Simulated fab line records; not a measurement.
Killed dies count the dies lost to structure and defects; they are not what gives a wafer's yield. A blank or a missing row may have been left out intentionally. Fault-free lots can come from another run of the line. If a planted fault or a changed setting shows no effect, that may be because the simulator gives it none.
Check for tools in common    flow rit-cmos    14 lots and 42 wafers in the sample

## WHY THIS WAS OPENED
RIT_GATE_THK_MEAS_09, reading GATE_POLY_THK: flagged on 2 of 14 lots. No-fault wafers: 248.0 nm, standard deviation 2.2.
Rule: a lot is flagged when every wafer of it that has a number lies more than 4 standard deviations from that mean, or none has a number. All remaining lots are regarded as sound.

lot   measured     on             GATE_POLY_THK (nm), wafer by wafer  flag
L405  day 2 11:47  film-metro-04  247.6 246.4 249.1                   
L406  day 2 16:52  film-metro-03  248.8 248.7 245.9                   
L407  day 2 22:23  film-metro-04  250.5 251.9 251.6                   
L408  day 3 02:53  film-metro-04  179.6 177.2 180.5                   FLAGGED
L409  day 3 07:03  film-metro-02  249.1 248.2 247.9                   
L410  day 3 13:29  film-metro-03  248.0 244.8 244.4                   
L411  day 3 17:19  film-metro-03  178.5 177.5 178.4                   FLAGGED
L412  day 3 23:22  film-metro-04  249.2 248.7 246.7                   
L422  day 6 00:34  film-metro-03  246.0 247.0 247.0                   
L423  day 6 05:09  film-metro-02  247.7 246.5 245.8                   
L424  day 6 11:29  film-metro-03  250.6 250.2 249.7                   
L425  day 6 20:21  film-metro-02  248.3 247.7 247.6                   
L426  day 7 00:52  film-metro-02  247.2 247.2 245.1                   
L427  day 7 02:28  film-metro-03  244.6 245.9 245.7                   
Average over the flagged lots: 178.6 nm; offset from the usual -69.4 nm, equal to -32 standard deviations.

## LOT BY LOT: THE TOOL USED
The record holds 1 process step before the reading, out of a route of 202 steps. Read each cell as the tool, then ch plus the chambers that the sampled wafers visited, then the start.
lot   flag     RIT_GATE_CVD_08
L405           lpcvd-01 ch 1, day 2 10:09
L406           lpcvd-01 ch 1, day 2 15:14
L407           lpcvd-01 ch 0, day 2 20:45
L408  FLAGGED  lpcvd-01 ch 1, day 3 01:17
L409           lpcvd-02 ch 1, day 3 05:26
L410           lpcvd-02 ch 1, day 3 11:53
L411  FLAGGED  lpcvd-01 ch 0, day 3 15:41
L412           lpcvd-02 ch 1, day 3 21:44
L422           lpcvd-02 ch 0, day 5 22:58
L423           lpcvd-01 ch 0, day 6 03:32
L424           lpcvd-01 ch 1, day 6 09:51
L425           lpcvd-02 ch 1, day 6 17:54
L426           lpcvd-01 ch 1, day 6 23:14
L427           lpcvd-01 ch 0, day 7 00:51
What these steps do:
- RIT_GATE_CVD_08: deposits poly-Si from SiH4, target thk 250 nm, time 2220 s.
- RIT_GATE_THK_MEAS_09

## FLAGGED AGAINST TOTAL, ONE TOOL AT A TIME (gauges that did the reading follow at the end)
step                  tool           lots run  flagged  share of the flagged lots  sound lots run after its first flagged lot
RIT_GATE_CVD_08       lpcvd-01       9         2        all                        4 (L423,L424,L426,L427)
RIT_GATE_CVD_08       lpcvd-02       5         0        none                       -
RIT_GATE_THK_MEAS_09  film-metro-02  4         0        none                       -
RIT_GATE_THK_MEAS_09  film-metro-03  6         1        some                       3 (L422,L424,L427)
RIT_GATE_THK_MEAS_09  film-metro-04  4         1        some                       1 (L412)

## THE TABLE: WHAT IT ALLOWS
In the table, 1 row covers all flagged lots: lpcvd-01 at RIT_GATE_CVD_08.
- lpcvd-01 at RIT_GATE_CVD_08 ran 9 lots, 2 of them flagged. Lots that were sound ran on it after the first flagged one (L423, L424, L426, L427); a persistent fault on the entire tool would not allow that.
None of the table's rows ran every flagged lot and, after the first, no sound lot.

## WHAT THE SIMULATOR HAD INSERTED
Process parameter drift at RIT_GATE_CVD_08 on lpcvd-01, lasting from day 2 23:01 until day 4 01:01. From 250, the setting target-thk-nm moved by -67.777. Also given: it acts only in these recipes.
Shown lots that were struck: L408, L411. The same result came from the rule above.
